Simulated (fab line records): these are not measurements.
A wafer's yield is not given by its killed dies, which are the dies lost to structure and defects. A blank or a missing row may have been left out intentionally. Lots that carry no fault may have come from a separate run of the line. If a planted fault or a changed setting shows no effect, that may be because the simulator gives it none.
2 desks, one fault | flow rit-cmos | numbers are kept per desk, each desk with only its own; the story behind them comes last

## THE METROLOGY DESK
Lot by lot, what the gauges showed, no matter which tool ran the lot: averages of those sampled wafers that carry a number. The brackets show how far a lot's mean lies from the usual mean; more than 4 standard deviations puts the lot out of limits, marked OUT.
Columns: A = CONTACT_TEOS_THK at RIT_CONTACT_THK_MEAS_01, usual 398 nm; B = cd-nm at RIT_CONTACT_CD_MEAS_08, usual 1000.3 nm; C = CONTACT_OVL at RIT_CONTACT_OVL_MEAS_09, usual -0.5 nm
lot  | first seen here | A   | B      | C
L378 | day 3 05:29     | 394 | 999.1  | -1.3
L388 | day 5 08:49     | 395 | 999.2  | -1.0
L389 | day 6 00:00     | 399 | 1005.5 | 0.3
L391 | day 6 20:04     | 394 | 1000.1 | -2.7
L395 | day 7 03:55     | 402 | 999.2  | 0.9
L401 | day 8 03:06     | 397 | 1002.8 | -2.1
This desk found nothing out of limits on any of the 6 lots.

## THE TOOL OWNER'S DESK: rie-diel-04
The tool's own readings at RIT_CONTACT_ETCH_11 (etches SiO2 in CHF3/CF4/Ar, stops on TiSi2, target depth 480 nm, time 310.5 s): means of the sampled wafers that have a number, for each lot that ran on this tool. The brackets show how far a lot's mean lies from the usual mean; more than 4 standard deviations puts the lot out of limits, marked OUT.
Columns: A = drypump-motor-current-A at RIT_CONTACT_ETCH_11, usual 5.6 A; B = oes-product-au at RIT_CONTACT_ETCH_11, usual 0.988 a.u.; C = rf-fwd-power-W at RIT_CONTACT_ETCH_11, usual 199.6 W; D = throttle-valve-pct at RIT_CONTACT_ETCH_11, usual 8.89 %
lot  | first seen here | A   | B     | C     | D
L378 | day 3 06:56     | 5.2 | 1.000 | 199.2 | 8.93
L388 | day 5 10:19     | 5.6 | 0.973 | 199.2 | 8.96
L389 | day 6 01:27     | 5.7 | 0.983 | 199.3 | 8.98
This desk found nothing out of limits on any of the 3 lots.

## PUT TOGETHER
At the metrology desk, nothing out of limits was observed.
The tool owner's desk saw nothing out of limits.

## WHAT HAD BEEN PUT IN BY THE SIMULATOR
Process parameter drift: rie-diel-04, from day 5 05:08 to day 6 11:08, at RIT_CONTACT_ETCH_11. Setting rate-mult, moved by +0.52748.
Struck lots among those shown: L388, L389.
